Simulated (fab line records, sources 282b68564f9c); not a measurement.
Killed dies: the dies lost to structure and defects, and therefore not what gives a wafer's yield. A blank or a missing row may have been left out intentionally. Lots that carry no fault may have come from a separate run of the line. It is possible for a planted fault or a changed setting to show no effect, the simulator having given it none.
fab line records + flow rit-cmos
[record]
- lots = 5
- wafers = 27
route steps=202 shown ACTIVE@11 GATE@95 SPACER@130 NSD@131 PSD@151 SDANNEAL@153 M1@196
start-h: hours from the record's opening day to when the first of the lot's shown wafers began + wait-h: hours since the lot's step before + " as in the row above + L1.1+2: one row covering several wafers at once + - no value, or no start was given + * or withheld: withheld + < > ~ a bound
route shown NAME@n: a module of which the file shows steps, and the number in the route of the first + usual: average and standard deviation across the fault-free wafers + same: alike in all rows + chamber/n: place in a boat + sites: per-site readings + _std_site: standard deviation across them + _edge_site: inner sites' mean taken away from outer sites' mean + radius-mm: how far each site lies from the wafer's centre + mask NAME#n: copy n + behind: the tool/chamber that last shaped the wafer + hold: the reason the lot was held/the length of the hold in hours/how it ended + device: the n, p or np transistor that did not switch + end of line: tests run on the same wafers once the route is complete + a step without rows: its recipe alone + killed: not the wafer's yield, but the dies lost to structure and defects at the first sort + map: shows each die of a wafer: x if killed, . if not, _ if none is there
set.NAME: the setting as run; set.NAME@STEP: as run at that earlier step + model.NAME: the simulator's own value behind a step, which no gauge read
lots run with intentionally changed settings; tables by step, rows by wafer
[[steps]]
[step RIT_ACTIVE_DEVELOP_10]
[recipe]
- resist = NOVOLAK
- develop-time-s = 50
- dev-temp-c = 23
| lot.wafer        | tool           | chamber | start-h | wait-h | set.develop-time-s |
|------------------|----------------|---------|---------|--------|--------------------|
| L075.1+2+3+4+5+6 | litho-track-02 | 0       | -       | -      | 50                 |
| L079.1+2+3       | litho-track-02 | 0       | -       | -      | 50                 |
| L080.1+4+5       | litho-track-03 | 0       | -       | -      | 50                 |
| L080.2+3+6       | "              | 0       | "       | "      | 39.27              |
| L084.1+4+5       | litho-track-04 | 0       | -       | -      | 66.09              |
| L084.2+3+6       | "              | 0       | "       | "      | 50                 |
| L085.1+2+4       | litho-track-03 | 0       | -       | -      | 50                 |
| L085.3+5+6       | "              | 0       | "       | "      | 75.35              |
[step RIT_ACTIVE_CD_MEAS_11]
[recipe]
- target-cd-nm = 1400
[usual]
- cd-nm = 1400.2/2.4
| lot.wafer | tool      | chamber | start-h | wait-h | set.develop-time-s@ACTIVE_DEVELOP_10 | cd-nm  |
|-----------|-----------|---------|---------|--------|--------------------------------------|--------|
| L075.1    | cd-sem-01 | -       | 19.44   | -      | 50                                   | 1403.1 |
| L075.2    | "         | -       | "       | "      | 50                                   | 1401.3 |
| L075.3    | "         | -       | "       | "      | 50                                   | 1398.9 |
| L075.4    | "         | -       | "       | "      | 50                                   | 1399.7 |
| L075.5    | "         | -       | "       | "      | 50                                   | 1399.2 |
| L075.6    | "         | -       | "       | "      | 50                                   | 1401.4 |
| L079.1    | cd-sem-01 | -       | 43.60   | -      | 50                                   | 1402.4 |
| L079.2    | "         | -       | "       | "      | 50                                   | 1402.9 |
| L079.3    | "         | -       | "       | "      | 50                                   | 1403.8 |
| L080.1    | cd-sem-02 | -       | 46.39   | -      | 50                                   | 1399.5 |
| L080.2    | "         | -       | "       | "      | 39.27                                | 1424.8 |
| L080.3    | "         | -       | "       | "      | 39.27                                | 1424.1 |
| L080.4    | "         | -       | "       | "      | 50                                   | 1400.7 |
| L080.5    | "         | -       | "       | "      | 50                                   | 1401.2 |
| L080.6    | "         | -       | "       | "      | 39.27                                | 1424.2 |
| L084.1    | cd-sem-01 | -       | 68.80   | -      | 66.09                                | 1377.3 |
| L084.2    | "         | -       | "       | "      | 50                                   | 1400.6 |
| L084.3    | "         | -       | "       | "      | 50                                   | 1401.1 |
| L084.4    | "         | -       | "       | "      | 66.09                                | 1376.4 |
| L084.5    | "         | -       | "       | "      | 66.09                                | 1374.3 |
| L084.6    | "         | -       | "       | "      | 50                                   | 1401.7 |
| L085.1    | cd-sem-02 | -       | 80.95   | -      | 50                                   | 1396.9 |
| L085.2    | "         | -       | "       | "      | 50                                   | 1399.5 |
| L085.3    | "         | -       | "       | "      | 75.35                                | 1360.1 |
| L085.4    | "         | -       | "       | "      | 50                                   | 1397.6 |
| L085.5    | "         | -       | "       | "      | 75.35                                | 1360.4 |
| L085.6    | "         | -       | "       | "      | 75.35                                | 1360.3 |
[step RIT_ACTIVE_HARDBAKE_12]
[recipe]
- resist = NOVOLAK
- temp-c = 140
- time-s = 60
[step RIT_ACTIVE_ETCH_13]
[recipe]
- stop-on = SiO2
- chemistry = SF6
- target = Si3N4
- time-s = 210
- over-etch-frac = 0.4
- SF6_flow_sccm = 200
- pressure-mtorr = 260
- rf-w = 125
- target-depth-a = 2100
| lot.wafer | tool        | chamber | start-h | wait-h | set.develop-time-s@ACTIVE_DEVELOP_10 | model.ACTIVE.cd-nm |
|-----------|-------------|---------|---------|--------|--------------------------------------|--------------------|
| L075.1    | rie-diel-01 | 2       | 19.83   | 0.1    | 50                                   | 1403               |
| L075.2    | "           | 1       | "       | "      | 50                                   | 1402               |
| L075.3+5  | "           | 3,0     | "       | "      | 50                                   | 1399               |
| L075.4    | "           | 0       | "       | "      | 50                                   | -                  |
| L075.6    | "           | 3       | "       | "      | 50                                   | 1401               |
| L079.1    | rie-diel-04 | 3       | 43.87   | 0.1    | 50                                   | 1402               |
| L079.2    | "           | 0       | "       | "      | 50                                   | 1403               |
| L079.3    | "           | 1       | "       | "      | 50                                   | 1404               |
| L080.1    | rie-diel-03 | 0       | 46.66   | 0.1    | 50                                   | 1399               |
| L080.2    | "           | 3       | "       | "      | 39.27                                | 1425               |
| L080.3+6  | "           | 2,0     | "       | "      | 39.27                                | 1424               |
| L080.4    | "           | 1       | "       | "      | 50                                   | 1401               |
| L080.5    | "           | 3       | "       | "      | 50                                   | 1402               |
| L084.1    | rie-diel-03 | 1       | 69.07   | 0.1    | 66.09                                | 1377               |
| L084.2    | "           | 2       | "       | "      | 50                                   | 1400               |
| L084.3+6  | "           | 0,1     | "       | "      | 50                                   | 1402               |
| L084.4    | "           | 3       | "       | "      | 66.09                                | 1376               |
| L084.5    | "           | 0       | "       | "      | 66.09                                | 1374               |
| L085.1+4  | rie-diel-01 | 3,1     | 81.22   | 0.1    | 50                                   | 1397               |
| L085.2    | "           | 0       | "       | "      | 50                                   | 1399               |
| L085.3+6  | "           | 2,3     | "       | "      | 75.35                                | 1360               |
| L085.5    | "           | 0       | "       | "      | 75.35                                | 1361               |
[step RIT_ACTIVE_STRIP_14]
[recipe]
- chemistry = O2
- time-s = 180
- resist = NOVOLAK
- platen-temp-c = withheld
- power-w = 500
- pressure-mtorr = 4000
- o2-flow-sccm = 4000
[step RIT_ACTIVE_CD_MEAS_90]
[recipe]
- target-cd-nm = 1400
[usual]
- cd-nm = 1400.2/2.4
| lot.wafer | tool      | chamber | start-h | wait-h | set.develop-time-s@ACTIVE_DEVELOP_10 | cd-nm  |
|-----------|-----------|---------|---------|--------|--------------------------------------|--------|
| L075.1    | cd-sem-02 | -       | 20.14   | 0.1    | 50                                   | 1403.2 |
| L075.2    | "         | -       | "       | "      | 50                                   | 1401.5 |
| L075.3    | "         | -       | "       | "      | 50                                   | 1398.8 |
| L075.4    | "         | -       | "       | "      | 50                                   | 1399.5 |
| L075.5    | "         | -       | "       | "      | 50                                   | 1399.2 |
| L075.6    | "         | -       | "       | "      | 50                                   | 1401.6 |
| L079.1    | cd-sem-01 | -       | 44.18   | 0.1    | 50                                   | 1402.3 |
| L079.2    | "         | -       | "       | "      | 50                                   | 1402.9 |
| L079.3    | "         | -       | "       | "      | 50                                   | 1403.8 |
| L080.1    | cd-sem-01 | -       | 46.97   | 0.1    | 50                                   | 1399.2 |
| L080.2    | "         | -       | "       | "      | 39.27                                | 1425.2 |
| L080.3    | "         | -       | "       | "      | 39.27                                | 1424.0 |
| L080.4    | "         | -       | "       | "      | 50                                   | 1400.6 |
| L080.5    | "         | -       | "       | "      | 50                                   | 1401.5 |
| L080.6    | "         | -       | "       | "      | 39.27                                | 1424.5 |
| L084.1    | cd-sem-01 | -       | 69.37   | 0.1    | 66.09                                | 1376.8 |
| L084.2    | "         | -       | "       | "      | 50                                   | 1400.5 |
| L084.3    | "         | -       | "       | "      | 50                                   | 1401.5 |
| L084.4    | "         | -       | "       | "      | 66.09                                | 1376.8 |
| L084.5    | "         | -       | "       | "      | 66.09                                | 1374.2 |
| L084.6    | "         | -       | "       | "      | 50                                   | 1401.8 |
| L085.1    | cd-sem-01 | -       | 81.53   | 0.1    | 50                                   | 1396.3 |
| L085.2    | "         | -       | "       | "      | 50                                   | 1399.5 |
| L085.3    | "         | -       | "       | "      | 75.35                                | 1360.1 |
| L085.4    | "         | -       | "       | "      | 50                                   | 1397.3 |
| L085.5    | "         | -       | "       | "      | 75.35                                | 1360.8 |
| L085.6    | "         | -       | "       | "      | 75.35                                | 1360.2 |
[step RIT_GATE_ETCH_19]
[recipe]
- chemistry = SF6/CHF3/O2
- time-s = 165
- SF6_flow_sccm = 30
- CHF3_flow_sccm = 30
- O2_flow_sccm = 5
- target = poly-Si
- pressure-mtorr = 40
- rf-w = 160
- target-depth-a = 3125
- over-etch-frac = 0.25
- stop-on = SiO2
[usual]
- oes-product-au = 0.857/0.013
| lot.wafer | tool      | chamber | start-h | wait-h | set.target-depth-a | oes-product-au | model.NOVOLAK_of_GATE_COAT_11.thk-nm |
|-----------|-----------|---------|---------|--------|--------------------|----------------|--------------------------------------|
| L075.1    | rie-si-01 | 0       | 50.90   | 0.1    | 2194               | 0.978          | 698.3                                |
| L075.2    | "         | 1       | "       | "      | 2194               | 0.958          | 700.3                                |
| L075.3    | "         | 3       | "       | "      | 3125               | 0.852          | 671.8                                |
| L075.4    | "         | 1       | "       | "      | 3125               | 0.848          | 676.2                                |
| L075.5    | "         | 3       | "       | "      | 2194               | 1.029          | 694.4                                |
| L075.6    | "         | 0       | "       | "      | 3125               | 0.850          | 672.2                                |
| L079.1    | rie-si-01 | 3       | 92.39   | 0.1    | 3125               | 0.853          | 670.8                                |
| L079.2    | "         | 2       | "       | "      | 3125               | 0.863          | 674.2                                |
| L079.3    | "         | 1       | "       | "      | 3125               | 0.839          | 677.1                                |
| L080.1    | rie-si-02 | 1       | 92.51   | 0.1    | 3125               | 0.885          | 673.5                                |
| L080.2    | "         | 2       | "       | "      | 1872               | 0.980          | 705.1                                |
| L080.3    | "         | 3       | "       | "      | 1872               | 0.999          | 704.5                                |
| L080.4    | "         | 0       | "       | "      | 3125               | 0.846          | 670.7                                |
| L080.5    | "         | 0       | "       | "      | 1872               | 0.991          | 704.8                                |
| L080.6    | "         | 3       | "       | "      | 3125               | 0.874          | 670.5                                |
| L084.1    | rie-si-01 | 1       | 111.97  | 0.1    | 2479               | 0.965          | 691.9                                |
| L084.2    | "         | 2       | "       | "      | 3125               | 0.862          | 668.9                                |
| L084.3    | "         | 3       | "       | "      | 3125               | 0.865          | 667.7                                |
| L084.4    | "         | 0       | "       | "      | 2479               | 0.974          | 688.9                                |
| L084.5    | "         | 2       | "       | "      | 3125               | 0.864          | 671.4                                |
| L084.6    | "         | 3       | "       | "      | 2479               | 1.006          | 687.5                                |
| L085.1    | rie-si-01 | 0       | 114.04  | 0.1    | 3125               | 0.847          | 671.9                                |
| L085.2    | "         | 1       | "       | "      | 4602               | 0.661          | 638.1                                |
| L085.3    | "         | 3       | "       | "      | 4602               | 0.662          | 632                                  |
| L085.4    | "         | 2       | "       | "      | 3125               | 0.855          | 672.4                                |
| L085.5    | "         | 0       | "       | "      | 3125               | 0.857          | 672.7                                |
| L085.6    | "         | 1       | "       | "      | 4602               | 0.655          | 636.7                                |
[step RIT_SPACER_ETCHBACK_05]
[recipe]
- target-depth-a = 2500
- SF6_flow_sccm = 30
- CHF3_flow_sccm = 30
- target = Si3N4
- chemistry = SF6/CHF3
- pressure-mtorr = 40
- rf-w = 250
- time-s = 240
- stop-on = SiO2
| lot.wafer | tool        | chamber | start-h | wait-h | set.time-s | model.poly-Si_of_GATE_CVD_08.thk-nm | model.Si3N4_of_SPACER_CVD_03.thk-nm |
|-----------|-------------|---------|---------|--------|------------|-------------------------------------|-------------------------------------|
| L075.1    | rie-diel-04 | 3       | 63.61   | 0.1    | 343.3      | 142.6                               | 171.4                               |
| L075.2    | "           | 1       | "       | "      | 343.3      | 144.7                               | 174.9                               |
| L075.3    | "           | 2       | "       | "      | 240        | 171.6                               | 195.4                               |
| L075.4    | "           | 0       | "       | "      | 343.3      | 144.3                               | 173.8                               |
| L075.5    | "           | 3       | "       | "      | 240        | 171.6                               | 196.2                               |
| L075.6    | "           | 2       | "       | "      | 240        | 172.8                               | 196                                 |
| L080.1    | rie-diel-01 | 1       | 105.19  | 0.1    | 319.6      | 151.1                               | 179.3                               |
| L080.2    | "           | 0       | "       | "      | 240        | 172.9                               | 196.4                               |
| L080.3    | "           | 3       | "       | "      | 319.6      | 152.5                               | 181.9                               |
| L080.4    | "           | 2       | "       | "      | 319.6      | 150.6                               | 182.2                               |
| L080.5    | "           | 2       | "       | "      | 240        | 173.4                               | 199.8                               |
| L080.6    | "           | 1       | "       | "      | 240        | 172                                 | 197.6                               |
| L079.1    | rie-diel-04 | 1       | 107.10  | 0.1    | 240        | 170.4                               | 200.1                               |
| L079.2    | "           | 2       | "       | "      | 240        | 171.7                               | 199.6                               |
| L079.3    | "           | 0       | "       | "      | 240        | 166.7                               | 199                                 |
| L084.1    | rie-diel-01 | 0       | 122.25  | 0.1    | 121.7      | 207                                 | 222.3                               |
| L084.2    | "           | 2       | "       | "      | 121.7      | 205.4                               | 224                                 |
| L084.3    | "           | 1       | "       | "      | 240        | 173                                 | 197.1                               |
| L084.4    | "           | 3       | "       | "      | 121.7      | 207.3                               | 223.6                               |
| L084.5    | "           | 2       | "       | "      | 240        | 175.2                               | 197                                 |
| L084.6    | "           | 3       | "       | "      | 240        | 176.1                               | 197.9                               |
| L085.1    | rie-diel-01 | 3       | 127.06  | 0.1    | 240        | 173.5                               | 197.1                               |
| L085.2    | "           | 2       | "       | "      | 283.9      | 161                                 | 183.1                               |
| L085.3    | "           | 1       | "       | "      | 283.9      | 160                                 | 184.4                               |
| L085.4    | "           | 0       | "       | "      | 240        | 171.1                               | 193.6                               |
| L085.5    | "           | 2       | "       | "      | 283.9      | 161.6                               | 185                                 |
| L085.6    | "           | 1       | "       | "      | 240        | 172.2                               | 195.4                               |
[step RIT_NSD_HMDS_00]
[recipe]
- prime-time-s = 60
- prime-temp-c = 140
[step RIT_NSD_COAT_01]
[recipe]
- resist = NOVOLAK
- spin-rpm = 3250
- resist-thk-nm = 1000
[step RIT_PSD_STRIP_09]
[recipe]
- chemistry = O2
- time-s = 180
- resist = NOVOLAK
- platen-temp-c = withheld
- power-w = 500
- pressure-mtorr = 4000
- o2-flow-sccm = 4000
[step RIT_SDANNEAL_CLEAN_00]
[recipe]
- chemistry = SC1
- mix = 3:3:50
- time-s = 600
- temp-c = 75
| lot.wafer | tool         | chamber | start-h | wait-h | set.time-s@SPACER_ETCHBACK_05 | model.SiO2_of_FOX2_OXIDATION_00.thk-nm |
|-----------|--------------|---------|---------|--------|-------------------------------|----------------------------------------|
| L075.1    | wet-bench-04 | 0       | 66.73   | 0.1    | 343.3                         | 161.6                                  |
| L075.2    | "            | 0       | "       | "      | 343.3                         | 164.4                                  |
| L075.3    | "            | 0       | "       | "      | 240                           | 182.6                                  |
| L075.4    | "            | 0       | "       | "      | 343.3                         | 161.7                                  |
| L075.5    | "            | 0       | "       | "      | 240                           | 186.2                                  |
| L075.6    | "            | 0       | "       | "      | 240                           | 183.5                                  |
| L080.1    | wet-bench-04 | 1       | 108.39  | 0.1    | 319.6                         | 142.6                                  |
| L080.2    | "            | 1       | "       | "      | 240                           | 162.1                                  |
| L080.3    | "            | 1       | "       | "      | 319.6                         | 151.6                                  |
| L080.4    | "            | 1       | "       | "      | 319.6                         | 143.2                                  |
| L080.5    | "            | 1       | "       | "      | 240                           | 165.6                                  |
| L080.6    | "            | 1       | "       | "      | 240                           | 159.8                                  |
| L079.1    | wet-bench-02 | 1       | 110.40  | 0.1    | 240                           | 167.7                                  |
| L079.2    | "            | 1       | "       | "      | 240                           | 166.4                                  |
| L079.3    | "            | 1       | "       | "      | 240                           | 166.2                                  |
| L084.1    | wet-bench-03 | 2       | 125.94  | 0.1    | 121.7                         | 214.6                                  |
| L084.2    | "            | 2       | "       | "      | 121.7                         | 206.4                                  |
| L084.3    | "            | 2       | "       | "      | 240                           | 186.4                                  |
| L084.4    | "            | 2       | "       | "      | 121.7                         | 207.1                                  |
| L084.5    | "            | 2       | "       | "      | 240                           | 186.5                                  |
| L084.6    | "            | 2       | "       | "      | 240                           | 182.5                                  |
| L085.1    | wet-bench-03 | 0       | 130.77  | 0.1    | 240                           | 173.1                                  |
| L085.2    | "            | 0       | "       | "      | 283.9                         | 162.8                                  |
| L085.3    | "            | 0       | "       | "      | 283.9                         | 160.2                                  |
| L085.4    | "            | 0       | "       | "      | 240                           | 173.9                                  |
| L085.5    | "            | 0       | "       | "      | 283.9                         | 162.3                                  |
| L085.6    | "            | 0       | "       | "      | 240                           | 166.9                                  |
[step RIT_M1_METAL_ETCH_12]
[recipe]
- stop-on = SiO2
- chemistry = Cl2/BCl3
- target = Al
- time-s = 165
- over-etch-frac = 0.5
- pressure-mtorr = 100
- target-depth-a = 6000
- rf-w = 250
- Cl2_flow_sccm = 60
- bcl3-flow-sccm = 50
[usual]
- oes-product-au = 0.776/0.013
| lot.wafer | tool         | chamber | start-h | wait-h | set.target-depth-a | oes-product-au | model.NOVOLAK_of_M1_COAT_04.thk-nm | model.M1.feature-depth-nm | model.etch.depth-nm |
|-----------|--------------|---------|---------|--------|--------------------|----------------|------------------------------------|---------------------------|---------------------|
| L075.1    | rie-metal-01 | 0       | 72.44   | 0.2    | 3832               | 0.977          | 947.9                              | 370.3                     | 370.3               |
| L075.2    | "            | 1       | "       | "      | 6000               | 0.776          | 811.7                              | 443.2                     | 409.5               |
| L075.3    | "            | 0       | "       | "      | 6000               | 0.780          | 830.3                              | 435.2                     | 403.6               |
| L075.4    | "            | 1       | "       | "      | 6000               | 0.772          | 813.1                              | 436.6                     | 403.3               |
| L075.5    | "            | 1       | "       | "      | 3832               | 0.997          | 937.7                              | 395.3                     | 395.3               |
| L075.6    | "            | 0       | "       | "      | 3832               | 0.978          | 951.1                              | 371.1                     | 371.1               |
| L080.1    | rie-metal-02 | 1       | 114.30  | 0.2    | 8972               | 0.630          | 678.4                              | 442.4                     | 394.6               |
| L080.2    | "            | 0       | "       | "      | 8972               | 0.611          | 642.1                              | 449.7                     | 399                 |
| L080.3    | "            | 0       | "       | "      | 6000               | 0.756          | 813.4                              | 430.3                     | 397                 |
| L080.4    | "            | 1       | "       | "      | 8972               | 0.632          | 679.6                              | 448.4                     | 400.5               |
| L080.5    | "            | 1       | "       | "      | 6000               | 0.778          | 838.5                              | 427.9                     | 396.8               |
| L080.6    | "            | 0       | "       | "      | 6000               | 0.741          | 812.5                              | 429.4                     | 396.2               |
| L079.1    | rie-metal-02 | 0       | 116.20  | 0.2    | 6000               | 0.764          | 812.5                              | 442                       | 408.7               |
| L079.2    | "            | 1       | "       | "      | 6000               | 0.786          | 832.6                              | 436.3                     | 405                 |
| L079.3    | "            | 0       | "       | "      | 6000               | 0.766          | 803.6                              | 437.9                     | 404.1               |
| L084.1    | rie-metal-01 | 0       | 132.19  | 0.2    | 2856               | 0.975          | 999.6                              | 275.9                     | 275.9               |
| L084.2    | "            | 1       | "       | "      | 2856               | 0.997          | 991.1                              | 290.9                     | 290.9               |
| L084.3    | "            | 0       | "       | "      | 2856               | 0.969          | 1000                               | 274.9                     | 274.9               |
| L084.4    | "            | 1       | "       | "      | 6000               | 0.777          | 820                                | 444.7                     | 411.7               |
| L084.5    | "            | 0       | "       | "      | 6000               | 0.786          | 835.1                              | 442                       | 410.7               |
| L084.6    | "            | 1       | "       | "      | 6000               | 0.778          | 820.3                              | 445.2                     | 412.1               |
| L085.1    | rie-metal-04 | 0       | 137.00  | 0.2    | 4176               | 0.986          | 909.8                              | 435.4                     | 411.6               |
| L085.2    | "            | 0       | "       | "      | 4176               | 0.977          | 911.5                              | 430.9                     | 407                 |
| L085.3    | "            | 0       | "       | "      | 4176               | 0.987          | 910.3                              | 429.3                     | 405.5               |
| L085.4    | "            | 0       | "       | "      | 6000               | 0.800          | 803.1                              | 443.8                     | 409.4               |
| L085.5    | "            | 0       | "       | "      | 6000               | 0.794          | 801.3                              | 446.1                     | 411.8               |
| L085.6    | "            | 0       | "       | "      | 6000               | 0.790          | 802                                | 440.6                     | 406.3               |
[step RIT_M1_STRIP_13]
[recipe]
- chemistry = nmp
- resist = NOVOLAK
- temp-c = 80
- time-s = 600
- dry = n2-spin
[step RIT_M1_STRIP_14]
[recipe]
- chemistry = O2
- time-s = 180
- platen-temp-c = withheld
- power-w = 500
- pressure-mtorr = 4000
- o2-flow-sccm = 4000
[step RIT_M1_CD_MEAS_90]
[recipe]
- target-cd-nm = 2600
[usual]
- cd-nm = 2600.3/3
| lot.wafer | tool      | chamber | start-h | wait-h | set.target-depth-a@M1_METAL_ETCH_12 | cd-nm  |
|-----------|-----------|---------|---------|--------|-------------------------------------|--------|
| L075.1    | cd-sem-02 | -       | 72.95   | 0.1    | 3832                                | 2604.8 |
| L075.2    | "         | -       | "       | "      | 6000                                | 2596.0 |
| L075.3    | "         | -       | "       | "      | 6000                                | 2598.2 |
| L075.4    | "         | -       | "       | "      | 6000                                | 2595.4 |
| L075.5    | "         | -       | "       | "      | 3832                                | 2604.1 |
| L075.6    | "         | -       | "       | "      | 3832                                | 2606.8 |
| L080.1    | cd-sem-01 | -       | 114.81  | 0.1    | 8972                                | 2589.4 |
| L080.2    | "         | -       | "       | "      | 8972                                | 2584.9 |
| L080.3    | "         | -       | "       | "      | 6000                                | 2599.3 |
| L080.4    | "         | -       | "       | "      | 8972                                | 2590.2 |
| L080.5    | "         | -       | "       | "      | 6000                                | 2602.3 |
| L080.6    | "         | -       | "       | "      | 6000                                | 2599.4 |
| L079.1    | cd-sem-01 | -       | 116.73  | 0.1    | 6000                                | 2599.5 |
| L079.2    | "         | -       | "       | "      | 6000                                | 2602.3 |
| L079.3    | "         | -       | "       | "      | 6000                                | 2597.0 |
| L084.1    | cd-sem-01 | -       | 132.70  | 0.1    | 2856                                | 2614.3 |
| L084.2    | "         | -       | "       | "      | 2856                                | 2612.9 |
| L084.3    | "         | -       | "       | "      | 2856                                | 2611.1 |
| L084.4    | "         | -       | "       | "      | 6000                                | 2602.1 |
| L084.5    | "         | -       | "       | "      | 6000                                | 2599.5 |
| L084.6    | "         | -       | "       | "      | 6000                                | 2604.2 |
| L085.1    | cd-sem-02 | -       | 137.71  | 0.1    | 4176                                | 2603.7 |
| L085.2    | "         | -       | "       | "      | 4176                                | 2606.0 |
| L085.3    | "         | -       | "       | "      | 4176                                | 2606.5 |
| L085.4    | "         | -       | "       | "      | 6000                                | 2597.4 |
| L085.5    | "         | -       | "       | "      | 6000                                | 2594.9 |
| L085.6    | "         | -       | "       | "      | 6000                                | 2597.7 |
[step RIT_M1_ANNEAL_15]
[recipe]
- temp-c = 450
- time-s = 1800
- ambient = forming_gas_H2N2
[step RIT_M1_PROBE_99]
| lot.wafer | tool      | chamber | start-h | wait-h | set.develop-time-s@ACTIVE_DEVELOP_10 | set.time-s@SPACER_ETCHBACK_05 | model.etest.pwell-pinched.rs-ohm-sq | model.etest.nwell-pinched.rs-ohm-sq | model.etest.pmos-turned.r-on-ohm-um | model.etest.well-edge-right.line-ohm-um |
|-----------|-----------|---------|---------|--------|--------------------------------------|-------------------------------|-------------------------------------|-------------------------------------|-------------------------------------|-----------------------------------------|
| L075.1    | prober-02 | -       | 74.69   | 0.1    | 50                                   | 343.3                         | -                                   | -                                   | -                                   | -                                       |
| L075.2    | prober-02 | -       | 74.74   | 0.1    | 50                                   | 343.3                         | 551.5                               | 400.9                               | -                                   | 225.9                                   |
| L075.3    | prober-02 | -       | 74.79   | 0.2    | 50                                   | 240                           | 463                                 | 345.2                               | 3222                                | 184.2                                   |
| L075.4    | prober-02 | -       | 74.84   | 0.2    | 50                                   | 343.3                         | 574.5                               | 428.2                               | -                                   | 228.6                                   |
| L075.5+6  | prober-02 | -       | 74.89   | 0.2    | 50                                   | 240                           | -                                   | -                                   | -                                   | -                                       |
| L080.2    | prober-02 | -       | 116.60  | 0.1    | 39.27                                | 240                           | 441.7                               | 308.8                               | -                                   | 179.7                                   |
| L080.3    | prober-02 | -       | 116.65  | 0.2    | 39.27                                | 319.6                         | 502.4                               | 360.6                               | -                                   | 199.9                                   |
| L080.5    | prober-02 | -       | 116.75  | 0.2    | 50                                   | 240                           | 425                                 | 307.6                               | -                                   | 179.8                                   |
| L080.6    | prober-02 | -       | 116.80  | 0.2    | 39.27                                | 240                           | 463.4                               | 333.7                               | 3404                                | 182.9                                   |
| L079.1    | prober-02 | -       | 119.55  | 0.1    | 50                                   | 240                           | 457                                 | 336.9                               | 3369                                | 183.3                                   |
| L079.2    | prober-02 | -       | 119.60  | 0.1    | 50                                   | 240                           | 461.8                               | 338.4                               | 3385                                | 184.2                                   |
| L079.3    | prober-02 | -       | 119.65  | 0.2    | 50                                   | 240                           | 464.6                               | 338                                 | 3321                                | 177.5                                   |
| L084.1+4  | prober-02 | -       | 134.44  | 0.1    | 66.09                                | 121.7                         | -                                   | -                                   | -                                   | -                                       |
| L084.2    | prober-02 | -       | 134.49  | 0.1    | 50                                   | 121.7                         | -                                   | -                                   | -                                   | -                                       |
| L084.3    | prober-02 | -       | 134.54  | 0.2    | 50                                   | 240                           | -                                   | -                                   | -                                   | -                                       |
| L084.5    | prober-02 | -       | 134.64  | 0.2    | 66.09                                | 240                           | 469.5                               | 336.9                               | 3610                                | 179.6                                   |
| L084.6    | prober-02 | -       | 134.69  | 0.2    | 50                                   | 240                           | 462.5                               | 330.4                               | 4017                                | 182.4                                   |
| L085.1    | prober-02 | -       | 139.45  | 0.1    | 50                                   | 240                           | 449.9                               | 337.1                               | 3304                                | 182.5                                   |
| L085.4    | prober-02 | -       | 139.60  | 0.2    | 50                                   | 240                           | 460                                 | 341                                 | 3429                                | 181.7                                   |
| L085.6    | prober-02 | -       | 139.70  | 0.2    | 75.35                                | 240                           | 492.8                               | 364.2                               | 2978                                | 182                                     |
// killed by level:class
L079.1 GATE:geometric-particle:short=2 FOX1:geometric-particle:open=1 GATE:geometric-particle:open=1
L079.2 GATE:geometric-particle:short=2 SPACER:geometric-particle:open=2 FOX2:geometric-particle:open=1 SPACER:geometric-particle:short=1
L079.3 SILICIDE:geometric-particle:open=2 GATE:geometric-particle:short=1 SILICIDE:geometric-particle:short=1
[[key]]
[split]
- step = RIT_ACTIVE_DEVELOP_10
- setting = develop-time-s
- stated = 50
- by = wafer
[response]
- step = RIT_ACTIVE_CD_MEAS_11
- reading = cd-nm
- change = -0.796
- per = 1%
- r = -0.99
[response]
- step = RIT_ACTIVE_ETCH_13
- reading = model.ACTIVE.cd-nm
- change = -0.794
- per = 1%
- r = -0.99
[response]
- step = RIT_ACTIVE_CD_MEAS_90
- reading = cd-nm
- change = -0.793
- per = 1%
- r = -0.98
[response]
- step = RIT_M1_PROBE_99
- reading = model.etest.pmos-turned.r-on-ohm-um
- change = -8.82
- per = 1%
- r = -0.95
[split]
- step = RIT_GATE_ETCH_19
- setting = target-depth-a
- stated = 3125
- by = wafer
[response]
- step = RIT_GATE_ETCH_19
- reading = oes-product-au
- change = -0.00399
- per = 1%
- r = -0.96
[response]
- step = RIT_GATE_ETCH_19
- reading = model.NOVOLAK_of_GATE_COAT_11.thk-nm
- change = -0.816
- per = 1%
- r = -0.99
[split]
- step = RIT_SPACER_ETCHBACK_05
- setting = time-s
- stated = 240
- by = wafer
[response]
- step = RIT_SPACER_ETCHBACK_05
- reading = model.poly-Si_of_GATE_CVD_08.thk-nm
- change = -0.647
- per = 1%
- r = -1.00
[response]
- step = RIT_SPACER_ETCHBACK_05
- reading = model.Si3N4_of_SPACER_CVD_03.thk-nm
- change = -0.526
- per = 1%
- r = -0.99
[response]
- step = RIT_SDANNEAL_CLEAN_00
- reading = model.SiO2_of_FOX2_OXIDATION_00.thk-nm
- change = -0.498
- per = 1%
- r = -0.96
[response]
- step = RIT_M1_PROBE_99
- reading = model.etest.pwell-pinched.rs-ohm-sq
- change = +2.1
- per = 1%
- r = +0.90
[response]
- step = RIT_M1_PROBE_99
- reading = model.etest.nwell-pinched.rs-ohm-sq
- change = +1.49
- per = 1%
- r = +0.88
[response]
- step = RIT_M1_PROBE_99
- reading = model.etest.well-edge-right.line-ohm-um
- change = +0.829
- per = 1%
- r = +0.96
[split]
- step = RIT_M1_METAL_ETCH_12
- setting = target-depth-a
- stated = 6000
- by = wafer
[response]
- step = RIT_M1_METAL_ETCH_12
- reading = oes-product-au
- change = -0.00409
- per = 1%
- r = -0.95
[response]
- step = RIT_M1_METAL_ETCH_12
- reading = model.NOVOLAK_of_M1_COAT_04.thk-nm
- change = -3.31
- per = 1%
- r = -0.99
[response]
- step = RIT_M1_METAL_ETCH_12
- reading = model.M1.feature-depth-nm
- shape = bent
- at-lowest = 280.5
- at-stated = 438.7
- at-highest = 446.8
[response]
- step = RIT_M1_METAL_ETCH_12
- reading = model.etch.depth-nm
- shape = bent
- at-lowest = 280.5
- at-stated = 405.7
- at-highest = 398
[response]
- step = RIT_M1_CD_MEAS_90
- reading = cd-nm
- change = -0.236
- per = 1%
- r = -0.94
